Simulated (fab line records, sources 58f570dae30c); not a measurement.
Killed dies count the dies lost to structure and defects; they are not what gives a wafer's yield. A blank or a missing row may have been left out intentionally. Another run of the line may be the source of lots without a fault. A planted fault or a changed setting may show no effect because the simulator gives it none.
fab line records ; flow berkeleyCmos170
[record] lots = 6; wafers = 18; lastDay = 11
route steps=331 shown ZERO@13 NWELL@14
lots that met no fault: from a run of the same line without faults
startH: hours from the record's opening day to when the first of the lot's shown wafers began ; waitH: time in hours since the lot's previous step ; " repeats the value in the row above ; L1.1+2: a row that stands for several wafers ; - no value, or no start given ; * or withheld: withheld ; < > ~ a bound
route shown NAME@n: a module of which the file shows steps, and the number in the route of the first ; usual: mean/standard deviation taken from wafers without a fault ; same: alike in all rows ; chamber/n: place in a boat ; sites: readings site by site ; _std_site: the standard deviation of these ; _edge_site: inner sites' mean taken away from outer sites' mean ; radiusMm: for every site, how far away it sits from the centre of the wafer ; mask NAME#n: copy n ; behind: the tool/chamber that last shaped the wafer ; hold: reason for holding the lot/hours on hold/outcome of the hold ; device: which transistor (n, p or np) failed to switch ; end of line: the route-end tests of the same wafers ; a step given without rows: its recipe and nothing more ; killed: at the first sort, the dies lost to defects and structure; wafer yield is something else ; map: per-die view of a wafer (x killed, . not killed, _ where there is no die)
set.NAME: the setting as run; set.NAME@STEP: as run at that earlier step ; model.NAME: the simulator's own value behind a step, which no gauge read
lots at some steps of the route; a table a step, a row a wafer
services: when a tool's chamber went out of use (startH, in hours from the record's first day, below 0 if earlier), for how many hours, and the reason
[[steps]]
[step UCB170_ZERO_STRIP_07]
[recipe] chemistry = O2; powerW = 400; pressureMtorr = 3500; platenTempC = withheld; o2FlowSccm = 400; overashFraction = 0.5
[usual] drypumpMotorCurrentA = 5.6/0.38; oesProductAu = 0.727/0.0045; stripTimeToEndpointS = 21.46/0.053
lot.wafer;tool;chamber;startH;waitH;drypumpMotorCurrentA;oesProductAu;rfHoursCounterH;stripTimeToEndpointS
L296.1;plasmaAsher-04;0;31.32;0.0;6.4;0.720;32;21.50
L296.3;plasmaAsher-04;0;31.32;0.0;6.4;0.737;-;21.45
L296.4;plasmaAsher-04;1;31.32;0.0;6.1;0.726;-;21.52
L297.1;plasmaAsher-01;0;34.81;0.0;5.2;0.733;33;21.49
L297.3;plasmaAsher-01;0;34.81;0.0;5.2;0.729;-;21.44
L297.6;plasmaAsher-01;1;34.81;0.0;5.5;0.723;-;21.55
L298.4;plasmaAsher-03;1;39.45;0.0;5.5;0.735;-;21.44
L298.5;plasmaAsher-03;1;39.45;0.0;5.5;0.735;-;21.42
L298.6;plasmaAsher-03;0;39.45;0.0;5.6;0.729;-;21.50
L312.2;plasmaAsher-01;0;107.38;0.0;5.2;0.732;41;21.49
L312.3;plasmaAsher-01;1;107.38;0.0;5.5;0.725;-;21.53
L312.6;plasmaAsher-01;1;107.38;0.0;5.5;0.727;-;21.51
L315.1;plasmaAsher-03;1;126.69;0.0;5.5;0.728;41;21.44
L315.3;plasmaAsher-03;1;126.69;0.0;5.5;0.728;-;21.41
L315.6;plasmaAsher-03;1;126.69;0.0;5.5;0.738;-;21.45
L316.1;plasmaAsher-03;0;127.89;0.0;5.6;0.731;42;21.47
L316.2;plasmaAsher-03;1;127.89;0.0;5.5;0.725;42;21.44
L316.4;plasmaAsher-03;1;127.89;0.0;5.5;0.732;-;21.48
[step UCB170_NWELL_WET_ETCH_00]
[recipe] chemistry = dHF; dilution = 25:1; target = SiO2; tempC = 25; timeS = 200
[step UCB170_NWELL_OXIDATION_01]
[recipe] tempC = 1000; ambient = O2; targetThkA = 264; oxTimeS = 1260
[step UCB170_NWELL_THK_MEAS_02]
[recipe] reads = SiO2_of_NWELL_OXIDATION_01
[usual] NWELL_OXIDE_THK = 26.5/0.48
lot.wafer;tool;chamber;startH;waitH;NWELL_OXIDE_THK[nm]
L296.1;filmMetro-03;-;35.29;0.0;27.0
L296.3;filmMetro-03;-;35.29;0.0;27.3
L296.4;filmMetro-03;-;35.29;0.0;26.8
L297.1;filmMetro-02;-;39.91;0.0;26.6
L297.3;filmMetro-02;-;39.91;0.0;26.2
L297.6;filmMetro-02;-;39.91;0.0;26.4
L298.4;filmMetro-03;-;44.42;0.0;27.2
L298.5;filmMetro-03;-;44.42;0.0;26.7
L298.6;filmMetro-03;-;44.42;0.0;26.5
L312.2;filmMetro-03;-;113.95;0.0;26.1
L312.3;filmMetro-03;-;113.95;0.0;25.8
L312.6;filmMetro-03;-;113.95;0.0;25.6
L315.1;filmMetro-02;-;131.31;0.0;26.8
L315.3;filmMetro-02;-;131.31;0.0;27.1
L315.6;filmMetro-02;-;131.31;0.0;27.1
L316.1;filmMetro-04;-;131.31;0.0;26.9
L316.2;filmMetro-04;-;131.31;0.0;26.7
L316.4;filmMetro-04;-;131.31;0.0;27.1
[step UCB170_NWELL_ANNEAL_03]
[recipe] tempC = 1000; timeS = 900; ambient = N2
[step UCB170_NWELL_CVD_04]
[recipe] material = Si3N4; targetThkNm = 224; tempC = 800; precursor = SiH2Cl2/NH3; timeS = 3360; pressureMtorr = 200; sih2cl2FlowSccm = 25; nh3FlowSccm = 75
[step UCB170_NWELL_THK_MEAS_05]
[recipe] reads = Si3N4_of_NWELL_CVD_04
[usual] NWELL_NITRIDE_THK = 224.1/2.6
lot.wafer;tool;chamber;startH;waitH;NWELL_NITRIDE_THK[nm]
L296.1;filmMetro-04;-;41.94;0.0;221.1
L296.3;filmMetro-04;-;41.94;0.0;220.0
L296.4;filmMetro-04;-;41.94;0.0;219.8
L297.1;filmMetro-02;-;47.19;0.0;226.1
L297.3;filmMetro-02;-;47.19;0.0;225.3
L297.6;filmMetro-02;-;47.19;0.0;225.6
L298.4;filmMetro-03;-;50.63;0.0;226.7
L298.5;filmMetro-03;-;50.63;0.0;228.4
L298.6;filmMetro-03;-;50.63;0.0;227.9
L312.2;filmMetro-02;-;121.74;0.0;222.6
L312.3;filmMetro-02;-;121.74;0.0;222.0
L312.6;filmMetro-02;-;121.74;0.0;221.5
L315.1;filmMetro-04;-;135.97;0.0;224.9
L315.3;filmMetro-04;-;135.97;0.0;225.0
L315.6;filmMetro-04;-;135.97;0.0;223.8
L316.1;filmMetro-02;-;135.97;0.0;222.1
L316.2;filmMetro-02;-;135.97;0.0;220.2
L316.4;filmMetro-02;-;135.97;0.0;220.9
[step UCB170_NWELL_HMDS_06]
[recipe] primeTimeS = 60; primeTempC = 100
[step UCB170_NWELL_COAT_07]
[recipe] resist = KrF; spinRpm = 1500; resistThkNm = 900
[step UCB170_NWELL_SOFTBAKE_08]
[recipe] resist = KrF; tempC = 130; timeS = 60
[step UCB170_NWELL_EXPOSE_09]
[recipe] maskId = NWELL; targetCdNm = 3000; na = 0.5; sigmaOuter = 0.6; sourceShape = conventional; doseMj = 25
[step UCB170_NWELL_PEB_10]
[recipe] pebTempC = 130; pebTimeS = withheld; resist = KrF
[step UCB170_NWELL_DEVELOP_11]
[recipe] developer = TMAH; developTimeS = 45; resist = KrF; devTempC = 21
[usual] chillPlateTempC = 23.02/0.1; developTimeS = 45/0
lot.wafer;tool;chamber;startH;waitH;chillPlateTempC;developTimeS;model.KrF_of_NWELL_COAT_07.thkNm
L296.1;lithoTrack-03;-;42;-;-;-;896.8
L296.3;lithoTrack-03;-;42;-;-;-;898.4
L296.4;lithoTrack-03;-;42;-;-;-;895.5
L297.1;lithoTrack-01;-;48;-;-;-;895.5
L297.3;lithoTrack-01;-;48;-;-;-;896.4
L297.6;lithoTrack-01;-;48;-;-;-;898.3
L298.4;lithoTrack-03;0;51;-;23.21;45;884.3
L298.5;lithoTrack-03;0;51;-;22.97;45;886.3
L298.6;lithoTrack-03;0;51;-;23.12;45;884.2
L312.2;lithoTrack-03;0;123;-;23.04;45;889.9
L312.3;lithoTrack-03;0;123;-;23.21;45;887.1
L312.6;lithoTrack-03;0;123;-;23.14;45;886.6
L316.1;lithoTrack-03;0;136;-;23.05;45;882.9
L316.2;lithoTrack-03;0;136;-;22.96;45;885.5
L316.4;lithoTrack-03;0;137;-;23.11;45;885.3
L315.1;lithoTrack-01;0;137;-;22.97;45;885.3
L315.3;lithoTrack-01;0;137;-;23.09;45;887.4
L315.6;lithoTrack-01;0;137;-;23.01;45;885.6
[step UCB170_NWELL_OVL_MEAS_12]
[usual] NWELL_OVL = 1/5.9
lot.wafer;tool;chamber;startH;waitH;NWELL_OVL[nm]
L296.1;overlay-01;-;42.99;-;-
L296.3;overlay-01;-;42.99;-;-
L296.4;overlay-01;-;42.99;-;-
L297.1;overlay-02;-;48.22;-;-
L297.3;overlay-02;-;48.22;-;-
L297.6;overlay-02;-;48.22;-;-
L298.4;overlay-02;-;51.52;-;-10
L298.5;overlay-02;-;51.52;-;-5
L298.6;overlay-02;-;51.52;-;-8
L312.2;overlay-02;-;123.14;-;6
L312.3;overlay-02;-;123.14;-;-5
L312.6;overlay-02;-;123.14;-;-1
L316.1;overlay-02;-;137.07;-;-7
L316.2;overlay-02;-;137.07;-;-13
L316.4;overlay-02;-;137.07;-;-9
L315.1;overlay-01;-;137.31;-;-1
L315.3;overlay-01;-;137.31;-;1
L315.6;overlay-01;-;137.31;-;-5
[[services]]
tool;chamber;startH;hours;kind
plasmaAsher-04;-;55.03;1.5;repair
plasmaAsher-04;-;108.75;9.0;pm
plasmaAsher-04;0;108.75;13.6;ventCycle
plasmaAsher-04;1;108.75;13.6;ventCycle
plasmaAsher-04;-;110.83;11.5;repair
plasmaAsher-04;0;117.75;-;clean
plasmaAsher-04;1;117.75;-;clean
plasmaAsher-04;-;123.03;26.9;pm
[[key]]
[firstSign] step = UCB170_NWELL_DEVELOP_11; reading = toolRecord; direction = missing
effect none on later readings
[modelEffect] step = UCB170_NWELL_DEVELOP_11; value = KrF_of_NWELL_COAT_07.thkNm; without = 882.6; struck = 896.8
metAt UCB170_NWELL_DEVELOP_11
struckWafers L296.1,L296.3,L296.4,L297.1,L297.3,L297.6
laterRowsLeftOut L296.1,L296.3,L296.4,L297.1,L297.3,L297.6
sortLeftOut L296.1,L296.3,L296.4,L297.1,L297.3,L297.6
testerLeftOut L296,L297
[fault] kind = skippedStepWhole; tool = lithoTrack-01,lithoTrack-03; chamber = -; onsetH = 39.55; steps = UCB170_NWELL_DEVELOP_11; scope = struckLotsOnly
// testerLeftOut: of these lots the tester's yield and bins aren't shown, on N5 and GAA mostly nor the transistor test; their killed dies are dies lost to structure and defects alone, not to doping, threshold or leakage, so they don't give the yield
// sortLeftOut: the simulated sort isn't trusted on such a fault, so these wafers' sort isn't shown, and their yield isn't known
// laterRowsLeftOut: the simulator's readings of these wafers behind a module that went badly wrong aren't trusted and aren't shown, but for the sort
